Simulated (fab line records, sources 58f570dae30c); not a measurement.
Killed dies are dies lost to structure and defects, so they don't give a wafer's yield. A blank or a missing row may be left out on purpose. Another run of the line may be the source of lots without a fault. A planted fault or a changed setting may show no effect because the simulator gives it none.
fab line records | flow berkeleyCmos170
[record] lots = 14 wafers = 42 lastDay = 14
route steps=331 shown ZERO@6 NWELL@26 PWELL@48 CONTACT@231
lots that met no fault: from a run of the same line without faults
startH: hours from the record's first day to the start of the lot's first wafer shown | waitH: how many hours have passed since the lot's step before this one | " repeats the value in the row above | L1.1+2: several wafers, shown together as one row | - no value present, or no start provided | * or withheld: withheld | < > ~ a bound
route shown NAME@n: names a module that has steps shown in the file, with the first one's number in the route | usual: mean/standard deviation of fault-free wafers | same: alike in all rows | chamber/n: place in a boat | sites: the reading at each site | _std_site: the values' standard deviation | _edge_site: mean of outer sites minus mean of inner sites | radiusMm: for every site, how far away it sits from the centre of the wafer | mask NAME#n: copy n | behind: the last tool/chamber to shape the wafer | hold: why the lot went on hold/how many hours it stayed there/how the hold came to an end | device: the n, p or np transistor that did not switch | end of line: at the end of the route, the tests of the same wafers | a step given without rows: its recipe and nothing more | killed: at the first sort, the dies lost to defects and structure; wafer yield is something else | map: a wafer's dies, marking killed ones x, the rest . and places with no die _
set.NAME: the setting that was run; set.NAME@STEP: the one run at that earlier step | model.NAME: the simulator's own value behind a step, which no gauge read
steps of the route over a sample of lots; a table a step, a row a wafer
services: when a tool's chamber went out of use (startH, in hours from the record's first day, below 0 if earlier), for how many hours, and the reason
[[steps]]
[step UCB170_ZERO_HMDS_00]
[recipe] primeTimeS = 60 primeTempC = 100
[usual] primeTempC = 99.98/0.12
// columns lot.wafer tool chamber startH waitH primeTempC
L139.1 lithoTrack-04 0 20.78 0.3 99.83
L139.4 " 0 " " 99.95
L139.6 " 0 " " 99.86
L140.1 lithoTrack-03 0 26.31 0.0 99.86
L140.3 " 0 " " 99.95
L140.6 " 0 " " 99.88
L141.1 lithoTrack-04 0 31.65 0.0 99.87
L141.4 " 0 " " 99.80
L141.5 " 0 " " 100.03
L142.3 lithoTrack-03 0 36.29 0.1 99.94
L142.4 " 0 " " 99.96
L142.6 " 0 " " 99.78
L143.1 lithoTrack-01 0 36.35 0.1 99.91
L143.2 " 0 " " 99.94
L143.6 " 0 " " 99.88
L146.3 lithoTrack-03 0 51.31 0.1 99.91
L146.4 " 0 " " 99.93
L146.6 " 0 " " 100.15
L147.1 lithoTrack-01 0 60.03 0.0 99.94
L147.4 " 0 " " 99.88
L147.6 " 0 " " 99.86
L153.1 lithoTrack-01 0 90.62 0.0 105.47
L153.3 " 0 " " 105.64
L153.6 " 0 " " 105.44
L154.1 lithoTrack-01 0 94.84 0.4 105.67
L154.4 " 0 " " 105.59
L154.6 " 0 " " 105.61
L156.1 lithoTrack-03 0 106.35 0.0 99.80
L156.4 " 0 " " 99.91
L156.5 " 0 " " 99.87
L159.2 lithoTrack-03 0 117.41 0.6 100.15
L159.4 " 0 " " 100.15
L159.5 " 0 " " 100.08
L158.2 lithoTrack-04 0 117.48 0.6 99.93
L158.3 " 0 " " 100.21
L158.5 " 0 " " 100.04
L160.2 lithoTrack-04 0 131.44 0.1 99.90
L160.5 " 0 " " 100.02
L160.6 " 0 " " 100.01
L162.1 lithoTrack-03 0 135.49 0.0 99.93
L162.2 " 0 " " 99.88
L162.6 " 0 " " 100.04
[step UCB170_NWELL_OVL_MEAS_12]
[usual] NWELL_OVL = -2/4.2
// columns lot.wafer tool chamber startH waitH NWELL_OVL[nm]
L139.1 overlay-01 - 37.43 - 5
L139.4 " - " " 2
L139.6 " - " " -5
L140.1 overlay-02 - 42.14 - -1
L140.3 " - " " -2
L140.6 " - " " -4
L143.1 overlay-02 - 50.67 - -3
L143.2 " - " " -2
L143.6 " - " " -6
L141.1 overlay-01 - 50.91 - -3
L141.4 " - " " -6
L141.5 " - " " -12
L142.3 overlay-02 - 51.16 - -3
L142.4 " - " " 4
L142.6 " - " " 3
L146.3 overlay-01 - 66.10 - -3
L146.4 " - " " 1
L146.6 " - " " -1
L147.1 overlay-02 - 75.53 - -6
L147.4 " - " " -4
L147.6 " - " " 0
L153.1 overlay-01 - 106.43 - 3
L153.3 " - " " 4
L153.6 " - " " 3
L154.1 overlay-01 - 112.39 - -5
L154.4 " - " " 2
L154.6 " - " " -8
L156.1 overlay-02 - 128.81 - 0
L156.4 " - " " -2
L156.5 " - " " 1
L158.2 overlay-01 - 136.59 - 1
L158.3 " - " " -8
L158.5 " - " " -1
L159.2 overlay-02 - 136.68 - 3
L159.4 " - " " 6
L159.5 " - " " 2
L160.2 overlay-02 - 144.41 - 1
L160.5 " - " " -9
L160.6 " - " " -2
L162.1 overlay-02 - 158.31 - -3
L162.2 " - " " 2
L162.6 " - " " -4
[step UCB170_PWELL_ETCH_14]
[recipe] chemistry = CH3F/Ar/O2 target = Si3N4 stopOn = SiO2 CH3F_flow_sccm = 20 Ar_flow_sccm = 50 O2_flow_sccm = 7 pressureMtorr = 50 rfW = 450 targetDepthA = 2420 overEtchFrac = 0.1 timeS = 148.2
[usual] drypumpMotorCurrentA = 5.6/0.4 oesProductAu = 0.949/0.019 throttleValvePct = 8.11/0.11
// columns lot.wafer tool chamber startH waitH drypumpMotorCurrentA oesProductAu rfHoursCounterH throttleValvePct
L139.1 rieDiel-02 3 53.14 0.0 5.1 0.970 33 8.16
L139.4 " 2 " " 5.6 0.929 28 8.23
L139.6 " 2 " " 5.6 0.934 - 8.23
L140.1 rieDiel-02 0 59.00 0.0 5.9 0.982 23 8.17
L140.3 " 1 " " 5.6 0.946 15 8.00
L140.6 " 0 " " 5.9 0.973 - 8.17
L141.1 rieDiel-02 3 71.76 0.0 5.1 0.970 33 8.17
L141.4 " 0 " " 5.9 0.970 24 8.17
L141.5 " 1 " " 5.6 0.936 - 7.99
L143.1 rieDiel-01 0 72.03 0.0 5.4 0.915 84 8.11
L143.2 " 3 " " 6.2 0.932 55 7.90
L143.6 " 2 " " 6.0 0.936 - 8.25
L142.3 rieDiel-02 0 72.31 0.0 5.9 0.978 24 8.16
L142.4 " 2 " " 5.6 0.922 29 8.22
L142.6 " 2 " " 5.6 0.927 - 8.23
L146.3 rieDiel-01 2 81.32 0.0 6.0 0.945 139 8.24
L146.4 " 1 " " 5.1 0.958 21 8.04
L146.6 " 2 " " 6.0 0.946 - 8.24
L147.1 rieDiel-01 0 97.32 0.0 5.4 0.944 85 8.14
L147.4 " 2 " " 6.0 0.948 140 8.25
L147.6 " 3 " " 6.2 0.938 - 7.89
L154.1 rieDiel-02 0 135.88 0.0 5.9 0.983 27 8.18
L154.4 " 2 " " 5.6 0.937 - 8.22
L154.6 " 1 " " 5.6 0.927 - 8.00
L153.1 rieDiel-01 2 136.07 0.0 6.0 0.935 142 8.22
L153.3 " 0 " " 5.4 0.923 87 8.12
L153.6 " 2 " " 6.1 0.939 - 8.23
L156.1 rieDiel-04 2 145.57 0.0 4.9 0.953 117 8.24
L156.4 " 3 " " 5.2 0.931 14 7.92
L156.5 " 0 " " 6.0 0.979 - 8.02
L159.2 rieDiel-01 2 168.97 0.0 6.0 0.944 144 8.22
L159.4 " 0 " " 5.4 0.929 - 8.13
L159.5 " 2 " " 6.0 0.930 - 8.22
L158.2 rieDiel-01 0 169.44 0.0 5.4 0.927 88 8.13
L158.3 " 3 " " 6.2 0.928 59 7.91
L158.5 " 2 " " 6.0 0.940 - 8.22
L160.2 rieDiel-04 1 169.52 0.0 6.0 0.964 17 8.15
L160.5 " 0 " " 6.0 0.987 - 8.04
L160.6 " 1 " " 6.0 0.953 - 8.14
L162.1 rieDiel-01 3 180.20 0.0 6.2 0.937 60 7.91
L162.2 " 1 " " 5.1 0.956 25 8.04
L162.6 " 1 " " 5.1 0.957 - 8.03
[step UCB170_CONTACT_CD_MEAS_15]
[recipe] targetCdNm = 700
[usual] cdNm = 699.6/1.3
// columns lot.wafer tool chamber startH waitH cdNm
L140.1 cdSem-01 - 171.46 - 699.0
L140.3 " - " " 698.8
L140.6 " - " " 698.9
L139.1 cdSem-02 - 171.85 - 702.0
L139.4 " - " " 701.6
L139.6 " - " " 700.7
L142.3 cdSem-01 - 192.61 - 700.2
L142.4 " - " " 698.9
L142.6 " - " " 699.9
L141.1 cdSem-01 - 193.12 - 700.3
L141.4 " - " " 700.2
L141.5 " - " " 701.2
L143.1 cdSem-01 - 196.72 - 700.0
L143.2 " - " " 699.9
L143.6 " - " " 699.8
L146.3 cdSem-01 - 203.81 - 699.6
L146.4 " - " " 699.7
L146.6 " - " " 699.9
L147.1 cdSem-01 - 238.19 - 699.9
L147.4 " - " " 700.6
L147.6 " - " " 700.0
L154.1 cdSem-02 - 268.41 - 696.8
L154.4 " - " " 697.8
L154.6 " - " " 697.6
L153.1 cdSem-01 - 270.29 - 698.7
L153.3 " - " " 697.6
L153.6 " - " " 697.3
L156.1 cdSem-02 - 278.38 - 699.9
L156.4 " - " " 698.5
L156.5 " - " " 698.4
L160.2 cdSem-01 - 304.12 - 699.1
L160.5 " - " " 700.2
L160.6 " - " " 699.4
L162.1 cdSem-01 - 311.20 - 699.9
L162.2 " - " " 698.6
L162.6 " - " " 698.4
L158.2 cdSem-02 - 312.03 - 699.9
L158.3 " - " " 700.7
L158.5 " - " " 698.9
L159.2 cdSem-01 - 312.11 - 701.0
L159.4 " - " " 701.8
L159.5 " - " " 700.9
[[services]]
// columns tool chamber startH hours kind
rieDiel-04 1 22.03 6.9 repair
rieDiel-01 0 32.24 13.3 repair
rieDiel-02 2 72.43 2.8 repair
rieDiel-04 3 115.13 3.1 repair
rieDiel-04 - 121.00 0.2 repair
rieDiel-02 3 129.54 11.8 repair
rieDiel-01 - 154.56 0.1 repair
rieDiel-02 1 167.32 3.8 repair
rieDiel-01 1 168.77 2.2 repair
rieDiel-02 2 171.05 15.6 repair
[[key]]
[firstSign] step = UCB170_ZERO_HMDS_00 reading = primeTempC direction = up sigmas = 47 usual = * struck = *
effect none on later readings
metAt UCB170_ZERO_HMDS_00
struckLots L153,L154
sortLeftOut L153.1,L153.3,L153.6
testerLeftOut L153,L154
notActingAt UCB170_NWELL_OVL_MEAS_12,UCB170_PWELL_ETCH_14,UCB170_CONTACT_CD_MEAS_15
onsetBetween 60.03 90.62
[fault] kind = processParameterDrift tool = lithoTrack-01 chamber = - onsetH = 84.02 steps = UCB170_ZERO_HMDS_00 channel = primeTempC offset = * shape = step endH = 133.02 actsIn = * stated = *
// testerLeftOut: of these lots the tester's yield and bins aren't shown, on N5 and GAA mostly nor the transistor test; their killed dies are dies lost to structure and defects alone, not to doping, threshold or leakage, so they don't give the yield
// sortLeftOut: the simulated sort isn't trusted on such a fault, so these wafers' sort isn't shown, and their yield isn't known
